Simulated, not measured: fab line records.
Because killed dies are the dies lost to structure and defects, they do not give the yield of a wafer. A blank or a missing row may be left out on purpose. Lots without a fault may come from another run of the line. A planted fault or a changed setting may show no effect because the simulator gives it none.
A struck lot beside a sound one | flow rit-cmos | 19 out of 202 route steps
Sound: the wafers L253.1, L253.5, L253.6. Wafers L266.1, L266.2, L266.5 were the ones struck. At the end, the cause is stated.
Order at every step that has rows: each side's tool, ch and its chambers, its first start. Under that, the readings that differ: sound wafers | struck wafers | difference of the means | sigmas: that difference in standard deviations of wafers without a fault.
alike: readings whose means differ by less than 2 such deviations, and words and numbers that are the same on both sides. not compared: withheld readings, readings that some wafer has no value for, bounds like >300 that may hide the same value, and numbers for which the record gives no deviation and whose values overlap.
A row with sigmas, a row that says differs or no value, or rows on one side alone: a step with any of these is where the two part. Numbers that don't overlap but have no deviation are shown without sigmas and don't part them. A reading missing from all wafers of one side parts the sides only when that side holds two or more wafers.

RIT_SILICIDE_RS_MEAS_02: uses a four-point probe to measure.
  struck on film-metro-01, day 6 17:26; sound on film-metro-01, day 3 22:58
  alike: SILICIDE_TI_RS
RIT_SILICIDE_THK_MEAS_03: measures by xrf.
  struck on film-metro-01, day 6 17:34; sound on film-metro-01, day 3 23:05
  alike: SILICIDE_TI_THK
RIT_SILICIDE_RTA_04: time 10 s, ramp up 5 s, ramp down 5 s.
  sound on rtp-anneal-01 ch 0, day 3 23:08; struck on rtp-anneal-02 ch 0, day 6 17:37
  alike: wafer_temp_C_max
then, 1 step without rows for these wafers: RIT_SILICIDE_WET_ETCH_05 (etches Ti in SPM, time 120 s).
RIT_SILICIDE_RTA_06: time 10 s, ramp up 5 s, ramp down 10 s.
  sound on rtp-anneal-02 ch 0, day 3 23:15; struck on rtp-anneal-01 ch 0, day 6 17:44
  alike: wafer_temp_C_max
RIT_CONTACT_CVD_00: deposits SiO2 from TEOS, target thk 400 nm, time 61 s.
  sound on pecvd-02 ch 0,1, day 3 23:19; struck on pecvd-01 ch 1,2, day 6 17:52
  reading            | sound       | struck      | difference | sigmas
  heater-power-w (W) | 362 381 328 | 314 247 265 | -82        | -2
RIT_CONTACT_THK_MEAS_01:
  struck on film-metro-03, day 6 17:55; sound on film-metro-03, day 3 23:22
  alike: CONTACT_TEOS_THK
then, 5 steps without rows for these wafers: RIT_CONTACT_HMDS_02 (prime time 60 s); RIT_CONTACT_COAT_03 (resist thk 1000 nm); RIT_CONTACT_SOFTBAKE_04 (time 60 s); RIT_CONTACT_EXPOSE_05 (exposes mask M11, target cd 1000 nm); RIT_CONTACT_PEB_06.
RIT_CONTACT_DEVELOP_07: develop time 120 s.
  sound on litho-track-04 ch 0, day 4 00:00; struck on litho-track-03 ch 0, day 6 18:00
  alike: exhaust-pa
RIT_CONTACT_CD_MEAS_08 targets a cd of 1000 nm.
  struck on cd-sem-02, day 6 19:04; sound on cd-sem-02, day 4 00:23
  reading    | sound              | struck            | difference | sigmas
  cd-nm (nm) | 998.0 1000.0 998.0 | 979.0 981.1 980.9 | -18.3      | -9
RIT_CONTACT_OVL_MEAS_09:
  struck on overlay-02, day 6 19:11; sound on overlay-02, day 4 00:31
  alike: CONTACT_OVL
then, 1 step without rows for these wafers: RIT_CONTACT_HARDBAKE_10 (time 60 s).
RIT_CONTACT_ETCH_11: etches SiO2 in CHF3/CF4/Ar, stops on TiSi2, target depth 480 nm, time 320 s.
  sound on rie-diel-03 ch 0,1,2, day 4 00:42; struck on rie-diel-03 ch 2,3, day 6 19:23
  reading                  | sound            | struck            | difference | sigmas
  model.CONTACT.cd-nm (nm) | 998.1 1000 997.9 | 978.7 980.7 981.1 | -18.5      |
  alike: drypump-motor-current-A, oes-product-au, throttle-valve-pct
  not compared: rf-hours-counter-h
RIT_CONTACT_STRIP_12: strips in O2, time 180 s.
  sound on plasma-asher-04 ch 0,1, day 4 00:53; struck on plasma-asher-02 ch 0,1, day 6 19:34
  alike: drypump-motor-current-A, rf-refl-power-W
  not compared: rf-hours-counter-h
RIT_M1_PROBE_99:
  struck on prober-01, day 7 00:23; sound on prober-02, day 4 05:41
  reading                                   | sound             | struck            | difference | sigmas
  model.etest.contact-to-gate.bv-left-v (V) | 87.97 90.63 90.59 | 97.53 98.63 96.37 | +7.78      |
  alike: killed-at-contacts, killed-at-front-end, killed-dies, killed-open, killed-short
  not compared: model.etest.contact-to-gate.bv-right-v

== WHERE THEY PART ==
Last at RIT_CONTACT_CD_MEAS_08 as far as this record goes, first at RIT_CONTACT_CVD_00. Later steps at which nothing parts them and some readings are alike: RIT_CONTACT_OVL_MEAS_09, RIT_CONTACT_ETCH_11, RIT_CONTACT_STRIP_12, RIT_M1_PROBE_99.

WHY: the cause the simulator had injected
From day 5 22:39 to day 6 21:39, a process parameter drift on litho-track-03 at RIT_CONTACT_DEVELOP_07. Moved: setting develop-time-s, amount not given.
